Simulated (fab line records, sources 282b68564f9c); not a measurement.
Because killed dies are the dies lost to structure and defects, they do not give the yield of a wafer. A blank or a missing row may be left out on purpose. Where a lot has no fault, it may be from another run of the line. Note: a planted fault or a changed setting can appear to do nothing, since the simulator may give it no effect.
Which tool did it? || flow rit cmos || 39 wafers from 13 lots sampled at 7 of the route's 202 steps

## WHAT EACH GAUGE READ, for each wafer
RIT_GATE_CD_MEAS_16: the cd target is 150 nm.
{"lot": "L454", "measured": "day 2 14:45", "on": "cd sem-01", "cd nm (nm)": "144.9 145.4 143.9"}
{"lot": "L455", "measured": "day 2 18:46", "on": "cd sem-01", "cd nm (nm)": "150.5 150.9 148.7"}
{"lot": "L458", "measured": "day 3 10:49", "on": "cd sem-01", "cd nm (nm)": "152.6 154.7 152.1"}
{"lot": "L459", "measured": "day 3 17:18", "on": "cd sem-01", "cd nm (nm)": "146.9 147.8 148.8"}
{"lot": "L460", "measured": "day 3 20:44", "on": "cd sem-01", "cd nm (nm)": "150.4 152.1 152.0"}
{"lot": "L461", "measured": "day 4 00:44", "on": "cd sem-01", "cd nm (nm)": "150.0 150.7 149.4"}
{"lot": "L464", "measured": "day 4 15:52", "on": "cd sem-01", "cd nm (nm)": "151.9 152.8 155.2"}
{"lot": "L466", "measured": "day 5 01:45", "on": "cd sem-01", "cd nm (nm)": "155.0 154.5 155.8"}
{"lot": "L467", "measured": "day 5 12:07", "on": "cd sem-01", "cd nm (nm)": "148.3 148.6 146.8"}
{"lot": "L468", "measured": "day 5 13:15", "on": "cd sem-01", "cd nm (nm)": "154.2 153.0 153.2"}
{"lot": "L470", "measured": "day 5 22:17", "on": "cd sem-01", "cd nm (nm)": "151.1 148.5 149.3"}
{"lot": "L471", "measured": "day 6 08:08", "on": "cd sem-02", "cd nm (nm)": "151.3 151.1 152.6"}
{"lot": "L477", "measured": "day 7 13:27", "on": "cd sem-01", "cd nm (nm)": "148.2 148.6 148.5"}

RIT_GATE_CD_MEAS_90: the cd target is 150 nm.
{"lot": "L454", "measured": "day 2 15:20", "on": "cd sem-01", "cd nm (nm)": "145.2 145.7 143.9"}
{"lot": "L455", "measured": "day 2 19:22", "on": "cd sem-01", "cd nm (nm)": "149.8 150.8 148.7"}
{"lot": "L458", "measured": "day 3 11:25", "on": "cd sem-01", "cd nm (nm)": "153.1 154.8 151.9"}
{"lot": "L459", "measured": "day 3 17:53", "on": "cd sem-01", "cd nm (nm)": "146.9 147.2 148.8"}
{"lot": "L460", "measured": "day 3 21:34", "on": "cd sem-01", "cd nm (nm)": "150.7 152.1 152.0"}
{"lot": "L461", "measured": "day 4 01:19", "on": "cd sem-01", "cd nm (nm)": "149.6 150.7 149.5"}
{"lot": "L464", "measured": "day 4 16:27", "on": "cd sem-01", "cd nm (nm)": "151.6 152.6 155.2"}
{"lot": "L466", "measured": "day 5 02:20", "on": "cd sem-01", "cd nm (nm)": "155.0 154.5 156.0"}
{"lot": "L467", "measured": "day 5 12:42", "on": "cd sem-01", "cd nm (nm)": "149.1 149.2 146.9"}
{"lot": "L468", "measured": "day 5 13:50", "on": "cd sem-01", "cd nm (nm)": "154.3 152.7 153.1"}
{"lot": "L470", "measured": "day 5 22:53", "on": "cd sem-01", "cd nm (nm)": "151.0 148.8 149.2"}
{"lot": "L471", "measured": "day 6 08:43", "on": "cd sem-02", "cd nm (nm)": "151.9 151.3 152.7"}
{"lot": "L477", "measured": "day 7 14:07", "on": "cd sem-02", "cd nm (nm)": "148.7 148.9 148.4"}

RIT_NLDD_OVL_MEAS_06.
{"lot": "L454", "measured": "day 2 19:37", "on": "overlay-01", "NLDD_OVL (nm)": "-0.5 -0.1 -0.8"}
{"lot": "L455", "measured": "day 2 23:29", "on": "overlay-02", "NLDD_OVL (nm)": "-0.2 0.9 -0.9"}
{"lot": "L458", "measured": "day 3 15:48", "on": "overlay-01", "NLDD_OVL (nm)": "1.1 -1.1 -0.3"}
{"lot": "L459", "measured": "day 3 23:10", "on": "overlay-01", "NLDD_OVL (nm)": "2.3 3.3 4.4"}
{"lot": "L460", "measured": "day 4 01:37", "on": "overlay-01", "NLDD_OVL (nm)": "-1.3 -1.5 -2.5"}
{"lot": "L461", "measured": "day 4 06:18", "on": "overlay-01", "NLDD_OVL (nm)": "-0.4 -0.6 0.0"}
{"lot": "L464", "measured": "day 4 20:30", "on": "overlay-01", "NLDD_OVL (nm)": "0.5 2.1 0.6"}
{"lot": "L466", "measured": "day 5 08:28", "on": "overlay-02", "NLDD_OVL (nm)": "1.2 -0.6 0.8"}
{"lot": "L467", "measured": "day 5 16:40", "on": "overlay-01", "NLDD_OVL (nm)": "-1.2 -1.7 -2.0"}
{"lot": "L468", "measured": "day 5 19:15", "on": "overlay-02", "NLDD_OVL (nm)": "0.4 0.6 1.3"}
{"lot": "L470", "measured": "day 6 02:58", "on": "overlay-01", "NLDD_OVL (nm)": "1.5 1.4 1.2"}
{"lot": "L471", "measured": "day 6 13:13", "on": "overlay-01", "NLDD_OVL (nm)": "- - -"}
{"lot": "L477", "measured": "day 7 18:34", "on": "overlay-02", "NLDD_OVL (nm)": "-1.2 -0.4 -1.4"}

RIT_NLDD_TW_MEAS_10.
{"lot": "L454", "measured": "day 2 20:08", "on": "film metro-01", "NLDD_TW": "2487 2490 2491"}
{"lot": "L455", "measured": "day 3 00:09", "on": "film metro-01", "NLDD_TW": "2510 2501 2518"}
{"lot": "L458", "measured": "day 3 16:19", "on": "film metro-03", "NLDD_TW": "2476 2458 2460"}
{"lot": "L459", "measured": "day 3 23:41", "on": "film metro-02", "NLDD_TW": "2496 2485 2479"}
{"lot": "L460", "measured": "day 4 02:08", "on": "film metro-01", "NLDD_TW": "2504 2515 2491"}
{"lot": "L461", "measured": "day 4 06:49", "on": "film metro-03", "NLDD_TW": "2464 2460 2461"}
{"lot": "L464", "measured": "day 4 21:01", "on": "film metro-01", "NLDD_TW": "2505 2498 2500"}
{"lot": "L466", "measured": "day 5 08:59", "on": "film metro-02", "NLDD_TW": "2495 2514 2501"}
{"lot": "L467", "measured": "day 5 17:11", "on": "film metro-02", "NLDD_TW": "2491 2490 2500"}
{"lot": "L468", "measured": "day 5 19:46", "on": "film metro-02", "NLDD_TW": "2492 2511 2494"}
{"lot": "L470", "measured": "day 6 03:29", "on": "film metro-01", "NLDD_TW": "2497 2501 2497"}
{"lot": "L471", "measured": "day 6 13:44", "on": "film metro-02", "NLDD_TW": "30 30 30"}
{"lot": "L477", "measured": "day 7 19:04", "on": "film metro-01", "NLDD_TW": "2509 2510 2508"}

RIT_PLDD_TW_MEAS_10.
{"lot": "L454", "measured": "day 2 21:40", "on": "film metro-03", "PLDD_TW": "2318 2321 2311"}
{"lot": "L455", "measured": "day 3 02:01", "on": "film metro-02", "PLDD_TW": "2342 2351 2340"}
{"lot": "L458", "measured": "day 3 17:54", "on": "film metro-01", "PLDD_TW": "2357 2361 2354"}
{"lot": "L459", "measured": "day 4 01:06", "on": "film metro-01", "PLDD_TW": "2366 2352 2361"}
{"lot": "L460", "measured": "day 4 03:34", "on": "film metro-02", "PLDD_TW": "2371 2365 2355"}
{"lot": "L461", "measured": "day 4 08:14", "on": "film metro-02", "PLDD_TW": "2364 2357 2366"}
{"lot": "L464", "measured": "day 4 22:26", "on": "film metro-01", "PLDD_TW": "2358 2348 2349"}
{"lot": "L466", "measured": "day 5 10:24", "on": "film metro-01", "PLDD_TW": "2348 2346 2359"}
{"lot": "L467", "measured": "day 5 18:40", "on": "film metro-03", "PLDD_TW": "2335 2311 2319"}
{"lot": "L468", "measured": "day 5 21:19", "on": "film metro-02", "PLDD_TW": "2354 2338 2359"}
{"lot": "L470", "measured": "day 6 04:54", "on": "film metro-01", "PLDD_TW": "2362 2351 2359"}
{"lot": "L471", "measured": "day 6 15:10", "on": "film metro-03", "PLDD_TW": "2830 2830 2845"}
{"lot": "L477", "measured": "day 7 20:38", "on": "film metro-02", "PLDD_TW": "2352 2362 2360"}

RIT_NSD_TW_MEAS_10.
{"lot": "L454", "measured": "day 3 01:42", "on": "film metro-03", "NSD_TW": "3085 3076 3078"}
{"lot": "L455", "measured": "day 3 06:04", "on": "film metro-01", "NSD_TW": "3136 3159 3163"}
{"lot": "L458", "measured": "day 3 21:56", "on": "film metro-03", "NSD_TW": "3091 3084 3094"}
{"lot": "L459", "measured": "day 4 05:01", "on": "film metro-01", "NSD_TW": "3121 3138 3133"}
{"lot": "L460", "measured": "day 4 07:36", "on": "film metro-03", "NSD_TW": "3084 3098 3085"}
{"lot": "L461", "measured": "day 4 12:17", "on": "film metro-03", "NSD_TW": "3088 3084 3088"}
{"lot": "L464", "measured": "day 5 02:22", "on": "film metro-02", "NSD_TW": "3152 3139 3135"}
{"lot": "L466", "measured": "day 5 14:40", "on": "film metro-03", "NSD_TW": "3101 3078 3075"}
{"lot": "L467", "measured": "day 5 22:35", "on": "film metro-02", "NSD_TW": "3117 3135 3143"}
{"lot": "L468", "measured": "day 6 01:25", "on": "film metro-01", "NSD_TW": "3126 3138 3139"}
{"lot": "L470", "measured": "day 6 08:53", "on": "film metro-01", "NSD_TW": "3138 3142 3134"}
{"lot": "L471", "measured": "day 6 19:04", "on": "film metro-02", "NSD_TW": "3139 3139 3121"}
{"lot": "L477", "measured": "day 8 00:32", "on": "film metro-03", "NSD_TW": "3076 3088 3068"}

## WHAT TOOL EACH LOT RAN ON (gives the tool, then ch and the chambers of the sampled wafers, and finally the start)
{"lot": "L454", "RIT_NLDD_EXPOSE_03": "iline stepper-01 ch 0, day 2 19:14"}
{"lot": "L455", "RIT_NLDD_EXPOSE_03": "iline stepper-02 ch 0, day 2 23:07"}
{"lot": "L458", "RIT_NLDD_EXPOSE_03": "iline stepper-02 ch 0, day 3 15:24"}
{"lot": "L459", "RIT_NLDD_EXPOSE_03": "iline stepper-01 ch 0, day 3 22:43"}
{"lot": "L460", "RIT_NLDD_EXPOSE_03": "iline stepper-02 ch 0, day 4 01:14"}
{"lot": "L461", "RIT_NLDD_EXPOSE_03": "iline stepper-02 ch 0, day 4 05:56"}
{"lot": "L464", "RIT_NLDD_EXPOSE_03": "iline stepper-02 ch 0, day 4 20:08"}
{"lot": "L466", "RIT_NLDD_EXPOSE_03": "iline stepper-02 ch 0, day 5 08:04"}
{"lot": "L467", "RIT_NLDD_EXPOSE_03": "iline stepper-02 ch 0, day 5 16:17"}
{"lot": "L468", "RIT_NLDD_EXPOSE_03": "iline stepper-02 ch 0, day 5 18:52"}
{"lot": "L470", "RIT_NLDD_EXPOSE_03": "iline stepper-01 ch 0, day 6 02:34"}
{"lot": "L471", "RIT_NLDD_EXPOSE_03": "iline stepper-02 ch 0, day 6 12:49"}
{"lot": "L477", "RIT_NLDD_EXPOSE_03": "iline stepper-02 ch 0, day 7 18:10"}
- RIT_NLDD_EXPOSE_03: exposes mask M7, target cd 40700 nm.

## AS READ BY THE TOOLS THEMSELVES (means over the sampled wafers that have a number; for cases with no such wafer, the mark the record gives instead)
RIT_NLDD_EXPOSE_03.
{"lot": "L454", "tool": "iline stepper-01", "exposure dose mJ cm2": 249.80}
{"lot": "L455", "tool": "iline stepper-02", "exposure dose mJ cm2": 250.19}
{"lot": "L458", "tool": "iline stepper-02", "exposure dose mJ cm2": 249.97}
{"lot": "L459", "tool": "iline stepper-01", "exposure dose mJ cm2": 249.72}
{"lot": "L460", "tool": "iline stepper-02", "exposure dose mJ cm2": 249.81}
{"lot": "L461", "tool": "iline stepper-02", "exposure dose mJ cm2": 250.08}
{"lot": "L464", "tool": "iline stepper-02", "exposure dose mJ cm2": 249.84}
{"lot": "L466", "tool": "iline stepper-02", "exposure dose mJ cm2": 249.84}
{"lot": "L467", "tool": "iline stepper-02", "exposure dose mJ cm2": 249.86}
{"lot": "L468", "tool": "iline stepper-02", "exposure dose mJ cm2": 249.85}
{"lot": "L470", "tool": "iline stepper-01", "exposure dose mJ cm2": 250.04}
{"lot": "L471", "tool": "iline stepper-02", "exposure dose mJ cm2": 250.07}
{"lot": "L477", "tool": "iline stepper-02", "exposure dose mJ cm2": 249.91}

## THE ANSWER, worked out from the rows above alone
Rule: usual is defined by the lots themselves. The widest of any qualifying gaps counts: lots, ordered by their means at a reading, are off when they make up no more than a third of the lots, leave a main group of 4 or more, and stand apart from it by 3 or more times the standard deviation of that group's means. The tables above print the reading to a certain number of digits; a main group whose means all agree to those digits is not used. A lot without any number at a reading at which 4 lots or more have one is off too. The other lots that the step has rows for count as sound. The gauges are gone through in route order, then the tools' own readings, and for those a lot's mean is taken as printed above. At the first step where some lot is off, the reading lying furthest off is the one used; lots without a number count as furthest.
Off: L471, at RIT_NLDD_OVL_MEAS_06 (NLDD_OVL). Without a number there: L471. The main group: mean 0.1 nm, standard deviation 1.3.
If a tool, at a process step before that reading, ran all the lots that are off and no sound lot after the first of them, it fits. The gauges at RIT_NLDD_OVL_MEAS_06 aren't tried: what is off there is off at RIT_NLDD_TW_MEAS_10 too, on other tools, and a gauge's error can't cause that. None of those tried fits.

## WHAT WAS PUT IN BY THE SIMULATOR
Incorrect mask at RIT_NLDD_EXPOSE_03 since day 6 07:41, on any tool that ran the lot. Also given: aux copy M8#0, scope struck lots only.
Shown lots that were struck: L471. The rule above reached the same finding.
